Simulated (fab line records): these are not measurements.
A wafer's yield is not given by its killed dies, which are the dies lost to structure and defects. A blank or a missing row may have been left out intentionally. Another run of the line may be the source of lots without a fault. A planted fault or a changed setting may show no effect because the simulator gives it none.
fab line records | flow rit_cmos
[record] lots = 14 | wafers = 42 | last_day = 6
route steps=202 shown GATE@81 M1@202
lots with no fault: from the same line, run without faults
start_h: hours from the record's opening day to when the first of the lot's shown wafers began | wait_h: hours from the lot's prior step to this one | " identical to the entry in the row above | L1.1+2: a row that stands for several wafers | - no value, or no start was given | * or withheld: withheld | < > ~ a bound
route shown NAME@n: names a module that has steps shown in the file, with the first one's number in the route | usual: average and standard deviation across the fault-free wafers | same: alike in all rows | chamber/n: place in a boat | sites: readings site by site | _std_site: how widely they spread, as a standard deviation | _edge_site: mean of outer sites minus mean of inner sites | radius_mm: for every site, how far away it sits from the centre of the wafer | mask NAME#n: copy n | behind: the most recent tool/chamber to have shaped the wafer | hold: why the lot went on hold/how many hours it stayed there/how the hold came to an end | device: whichever transistor did not switch (one of n, p or np) | end of line: the same wafers' tests at the end of the route | where a step has no rows: the recipe by itself | killed: at the first sort, the dies lost to defects and structure; wafer yield is something else | map: the dies of a wafer, with x for killed, . for not killed, _ for no die there
set.NAME: the setting that was run; set.NAME@STEP: the one run at that earlier step | model.NAME: the simulator's own value behind a step, which no gauge read
the route's steps for a sample of lots (tables are steps, rows are wafers)
services: the hour from which a tool's chamber was out of use, counted from the record's first day as start_h (under 0 if before that day), plus the number of hours and why
[[steps]]
[step RIT_GATE_OXIDATION_05]
[recipe] temp_c = 900 | ambient = O2 | target_thk_a = 30 | ox_time_s = 270
[usual] spike_tc_centre_C = 902.7/1.3 | spike_tc_load_C = 926.9/2.2
lot.wafer | tool       | chamber | start_h | wait_h | spike_tc_centre_C | spike_tc_load_C
L943.1    | furnace-03 | 0       | 33.66   | 0.9    | 901.5             | 923.7
L943.5    | "          | 0       | "       | "      | 903.3             | 925.5
L943.6    | "          | 0       | "       | "      | 904.7             | 926.3
L944.2    | furnace-04 | 0       | 39.92   | 0.8    | 901.7             | 927.2
L944.3    | "          | 0       | "       | "      | 900.6             | 926.3
L944.4    | "          | 0       | "       | "      | 901.2             | 926.6
L945.3    | furnace-02 | 0       | 45.55   | 0.0    | 903.4             | 929.7
L945.4    | "          | 0       | "       | "      | 901.3             | 929.4
L945.6    | "          | 0       | "       | "      | 902.3             | 928.5
L947.1    | furnace-02 | 0       | 53.49   | 0.1    | 904.6             | 930.2
L947.2    | "          | 0       | "       | "      | 903.0             | 929.5
L947.4    | "          | 0       | "       | "      | 902.3             | 928.8
L949.1    | furnace-02 | 0       | 66.57   | 0.1    | 902.6             | 930.6
L949.2    | "          | 0       | "       | "      | 903.9             | 928.7
L949.6    | "          | 0       | "       | "      | 903.4             | 927.2
L951.1    | furnace-03 | 0       | 73.61   | 0.9    | 904.1             | 924.5
L951.2    | "          | 0       | "       | "      | 904.0             | 922.8
L951.3    | "          | 0       | "       | "      | 903.2             | 923.5
L952.2    | furnace-03 | 0       | 77.72   | 0.0    | 902.7             | 924.1
L952.3    | "          | 0       | "       | "      | 902.5             | 925.6
L952.6    | "          | 0       | "       | "      | 902.8             | 924.6
L953.3    | furnace-03 | 0       | 83.88   | 0.6    | 904.6             | 924.5
L953.4    | "          | 0       | "       | "      | 903.0             | 924.1
L953.6    | "          | 0       | "       | "      | 903.1             | 925.3
L954.1    | furnace-04 | 0       | 87.88   | 0.1    | 901.3             | 927.9
L954.3    | "          | 0       | "       | "      | 901.6             | 926.1
L954.6    | "          | 0       | "       | "      | 901.7             | 929.6
L956.2    | furnace-03 | 0       | 98.22   | 0.6    | 903.6             | 925.2
L956.4    | "          | 0       | "       | "      | 903.9             | 925.1
L956.5    | "          | 0       | "       | "      | 901.7             | 924.1
L957.2    | furnace-03 | 0       | 102.58  | 0.0    | 903.5             | 924.0
L957.3    | "          | 0       | "       | "      | 902.1             | 924.6
L957.4    | "          | 0       | "       | "      | 903.5             | 925.4
L958.1    | furnace-03 | 0       | 107.05  | 0.4    | 904.9             | 922.6
L958.3    | "          | 0       | "       | "      | 902.8             | 924.1
L958.4    | "          | 0       | "       | "      | 903.9             | 925.0
L959.1    | furnace-03 | 0       | 113.95  | 0.1    | 905.2             | 923.8
L959.5    | "          | 0       | "       | "      | 902.3             | 924.0
L959.6    | "          | 0       | "       | "      | 903.0             | 925.0
L960.2    | furnace-04 | 0       | 117.06  | 0.0    | 900.9             | 926.1
L960.4    | "          | 0       | "       | "      | 900.6             | 928.2
L960.5    | "          | 0       | "       | "      | 900.9             | 927.8
[step RIT_M1_PROBE_99]
[usual] killed_at_contacts = 0.1/0.25 | killed_at_front_end = 6.3/2.9 | killed_dies = 6.4/2.9 | killed_on_rim = 1.7/1.4 | killed_open = 3.3/2.1 | killed_short = 3.1/1.7
[same] gross_dies = 264 | killed_at_M0_to_M3 = 0 | killed_at_M4_up = 0 | killed_at_back_side = 0 | killed_at_other = 0
lot.wafer | tool      | chamber | start_h | wait_h | killed_at_contacts | killed_at_front_end | killed_dies | killed_on_rim | killed_open | killed_short
L949.1    | prober-01 | -       | 91.65   | 0.1    | 0                  | 5                   | 5           | 1             | 4           | 1
L949.2    | prober-01 | -       | 91.70   | 0.1    | 0                  | 5                   | 5           | 4             | 3           | 2
L949.6    | prober-01 | -       | 91.90   | 0.2    | 0                  | 7                   | 7           | 0             | 4           | 3
L951.1    | prober-01 | -       | 98.67   | 0.1    | 0                  | 5                   | 5           | 4             | 4           | 1
L951.2    | prober-01 | -       | 98.72   | 0.1    | 0                  | 8                   | 8           | 3             | 3           | 5
L951.3    | prober-01 | -       | 98.77   | 0.2    | 0                  | 7                   | 7           | 3             | 3           | 4
L952.2    | prober-02 | -       | 103.39  | 0.1    | 0                  | 5                   | 5           | 0             | 2           | 3
L952.3    | prober-02 | -       | 103.44  | 0.2    | 0                  | 4                   | 4           | 1             | 3           | 1
L952.6    | prober-02 | -       | 103.59  | 0.2    | 1                  | 4                   | 5           | 2             | 3           | 2
L953.3    | prober-01 | -       | 107.93  | 0.2    | 0                  | 10                  | 10          | 4             | 5           | 5
L953.4    | prober-01 | -       | 107.98  | 0.2    | 0                  | 10                  | 10          | 3             | 8           | 2
L953.6    | prober-01 | -       | 108.08  | 0.2    | 0                  | 8                   | 8           | 1             | 5           | 3
L954.1    | prober-02 | -       | 112.64  | 0.1    | 0                  | 6                   | 6           | 0             | 3           | 3
L954.3    | prober-02 | -       | 112.74  | 0.2    | 0                  | 5                   | 5           | 0             | 2           | 3
L954.6    | prober-02 | -       | 112.89  | 0.2    | 0                  | 12                  | 12          | 0             | 5           | 7
L956.2    | prober-01 | -       | 123.72  | 0.1    | 0                  | 8                   | 8           | 2             | 5           | 3
L956.4    | prober-01 | -       | 123.82  | 0.2    | 0                  | 5                   | 5           | 0             | 3           | 2
L956.5    | prober-01 | -       | 123.87  | 0.2    | 0                  | 7                   | 7           | 2             | 4           | 3
L957.2    | prober-02 | -       | 128.16  | 0.1    | 0                  | 10                  | 10          | 3             | 4           | 6
L957.3    | prober-02 | -       | 128.21  | 0.2    | 0                  | 6                   | 6           | 3             | 2           | 4
L957.4    | prober-02 | -       | 128.26  | 0.2    | 0                  | 5                   | 5           | 3             | 3           | 2
L958.1    | prober-01 | -       | 133.75  | 0.1    | 1                  | 124                 | 125         | 32            | 2           | 4
L958.3    | prober-01 | -       | 133.85  | 0.2    | 0                  | 133                 | 133         | 33            | 1           | 5
L958.4    | prober-01 | -       | 133.90  | 0.2    | 0                  | 127                 | 127         | 27            | 3           | 4
L959.1    | prober-02 | -       | 139.73  | 0.1    | 0                  | 107                 | 107         | 27            | 4           | 2
L959.5    | prober-02 | -       | 139.93  | 0.2    | 0                  | 117                 | 117         | 35            | 1           | 1
L959.6    | prober-02 | -       | 139.98  | 0.2    | 0                  | 154                 | 154         | 43            | 5           | 3
L960.2    | prober-01 | -       | 143.10  | 0.1    | 0                  | 5                   | 5           | 2             | 2           | 3
L960.4    | prober-01 | -       | 143.20  | 0.2    | 0                  | 9                   | 9           | 3             | 5           | 4
L960.5    | prober-01 | -       | 143.25  | 0.2    | 0                  | 3                   | 3           | 1             | 2           | 1
// killed by level:class
L949.1 GATE:geometric_particle:open=1 REOX:geometric_particle:open=1 SPACER:geometric_particle:open=1 SILICIDE:geometric_particle:short=1 SILICIDE:geometric_particle:open=1
L949.2 SILICIDE:geometric_particle:open=2 FOX1:geometric_particle:open=1 FOX2:geometric_particle:short=1 GATE:geometric_particle:short=1
L949.6 GATE:geometric_particle:short=2 GATE:geometric_particle:open=2 REOX:geometric_particle:open=1 SPACER:geometric_particle:short=1 SILICIDE:geometric_particle:open=1
L951.1 GATE:geometric_particle:open=4 GATE:geometric_particle:short=1
L951.2 REOX:geometric_particle:short=2 GATE:geometric_particle:short=1 GATE:geometric_particle:open=1 REOX:geometric_particle:open=1 SPACER:geometric_particle:short=1 SPACER:geometric_particle:open=1 SILICIDE:geometric_particle:short=1
L951.3 GATE:geometric_particle:short=3 FOX1:geometric_particle:open=1 FOX2:geometric_particle:open=1 REOX:geometric_particle:open=1 REOX:geometric_particle:short=1
L952.2 GATE:geometric_particle:open=2 GATE:geometric_particle:short=1 REOX:geometric_particle:short=1 SILICIDE:geometric_particle:short=1
L952.3 FOX1:geometric_particle:open=1 GATE:geometric_particle:open=1 REOX:geometric_particle:open=1 SILICIDE:geometric_particle:short=1
L952.6 REOX:geometric_particle:short=1 SPACER:geometric_particle:open=1 SILICIDE:geometric_particle:open=1 SILICIDE:geometric_particle:short=1 CONTACT:geometric_particle:open=1
L953.3 GATE:geometric_particle:open=4 GATE:geometric_particle:short=3 REOX:geometric_particle:short=2 REOX:geometric_particle:open=1
L953.4 FOX1:geometric_particle:open=2 GATE:geometric_particle:open=2 REOX:geometric_particle:open=2 SILICIDE:geometric_particle:open=2 FOX1:geometric_particle:short=1 SILICIDE:geometric_particle:short=1
L953.6 GATE:geometric_particle:short=2 GATE:geometric_particle:open=2 FOX1:geometric_particle:open=1 REOX:geometric_particle:open=1 SPACER:geometric_particle:short=1 SILICIDE:geometric_particle:open=1
L954.1 GATE:geometric_particle:open=2 GATE:geometric_particle:short=1 SPACER:geometric_particle:short=1 SILICIDE:geometric_particle:open=1 SILICIDE:geometric_particle:short=1
L954.3 FOX1:geometric_particle:short=1 FOX1:geometric_particle:open=1 REOX:geometric_particle:short=1 SPACER:geometric_particle:open=1 SILICIDE:geometric_particle:short=1
L954.6 SPACER:geometric_particle:short=4 FOX1:geometric_particle:open=2 SPACER:geometric_particle:open=2 SILICIDE:geometric_particle:short=2 GATE:geometric_particle:short=1 SILICIDE:geometric_particle:open=1
L956.2 GATE:geometric_particle:open=3 GATE:geometric_particle:short=2 REOX:geometric_particle:open=2 SPACER:geometric_particle:short=1
L956.4 GATE:geometric_particle:open=3 FOX2:geometric_particle:short=1 GATE:geometric_particle:short=1
L956.5 GATE:geometric_particle:open=2 GATE:geometric_particle:short=2 REOX:geometric_particle:short=1 REOX:geometric_particle:open=1 SPACER:geometric_particle:open=1
L957.2 GATE:geometric_particle:open=4 GATE:geometric_particle:short=3 SILICIDE:geometric_particle:short=2 REOX:geometric_particle:short=1
L957.3 GATE:geometric_particle:open=2 FOX1:geometric_particle:short=1 GATE:geometric_particle:short=1 SPACER:geometric_particle:short=1 SILICIDE:geometric_particle:short=1
L957.4 GATE:geometric_particle:short=2 FOX1:geometric_particle:open=1 REOX:geometric_particle:open=1 SILICIDE:geometric_particle:open=1
L958.1 GATE:unspecified=119 GATE:geometric_particle:short=2 FOX1:geometric_particle:short=1 SILICIDE:geometric_particle:short=1 SILICIDE:geometric_particle:open=1 CONTACT:geometric_particle:open=1
L958.3 GATE:unspecified=127 GATE:geometric_particle:short=2 FOX1:geometric_particle:short=1 FOX2:geometric_particle:short=1 GATE:geometric_particle:open=1 SPACER:geometric_particle:short=1
L958.4 GATE:unspecified=120 GATE:geometric_particle:short=2 GATE:geometric_particle:open=2 FOX1:geometric_particle:short=1 FOX2:geometric_particle:short=1 SPACER:geometric_particle:open=1
L959.1 GATE:unspecified=101 GATE:geometric_particle:open=2 FOX1:geometric_particle:open=1 FOX2:geometric_particle:short=1 REOX:geometric_particle:short=1 SPACER:geometric_particle:open=1
L959.5 GATE:unspecified=115 REOX:geometric_particle:open=1 SPACER:geometric_particle:short=1
L959.6 GATE:unspecified=146 GATE:geometric_particle:open=3 REOX:geometric_particle:short=2 SPACER:geometric_particle:open=2 GATE:geometric_particle:short=1
L960.2 REOX:geometric_particle:open=2 GATE:geometric_particle:short=1 REOX:geometric_particle:short=1 SPACER:geometric_particle:short=1
L960.4 FOX2:geometric_particle:open=3 SILICIDE:geometric_particle:short=2 FOX1:geometric_particle:open=1 REOX:geometric_particle:open=1 REOX:geometric_particle:short=1 SPACER:geometric_particle:short=1
L960.5 FOX1:geometric_particle:short=1 GATE:geometric_particle:open=1 SPACER:geometric_particle:open=1
[[services]]
tool       | chamber | start_h | hours | kind
furnace-02 | -       | 41.36   | 3.8   | pm
[[key]]
[first_sign] step = RIT_M1_PROBE_99 | reading = killed_at_front_end | direction = up | sigmas = 41 | usual = 6.3 | struck = 127
[effect] step = RIT_M1_PROBE_99 | reading = killed_dies | direction = up | sigmas = 41 | usual = 6.4 | struck = 127.2
met_at RIT_GATE_OXIDATION_05
struck_lots L958,L959
tester_left_out L958,L959
onset_between 102.58 107.05
[fault] kind = chamber_particle_source | tool = furnace-03 | chamber = - | onset_h = 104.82 | steps = RIT_GATE_OXIDATION_05 | rate_per_visit_cm2 = 1.143 | end_h = 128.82
// tester_left_out: of these lots the tester's yield and bins aren't shown, on N5 and GAA mostly nor the transistor test; their killed dies are dies lost to structure and defects alone, not to doping, threshold or leakage, so they don't give the yield
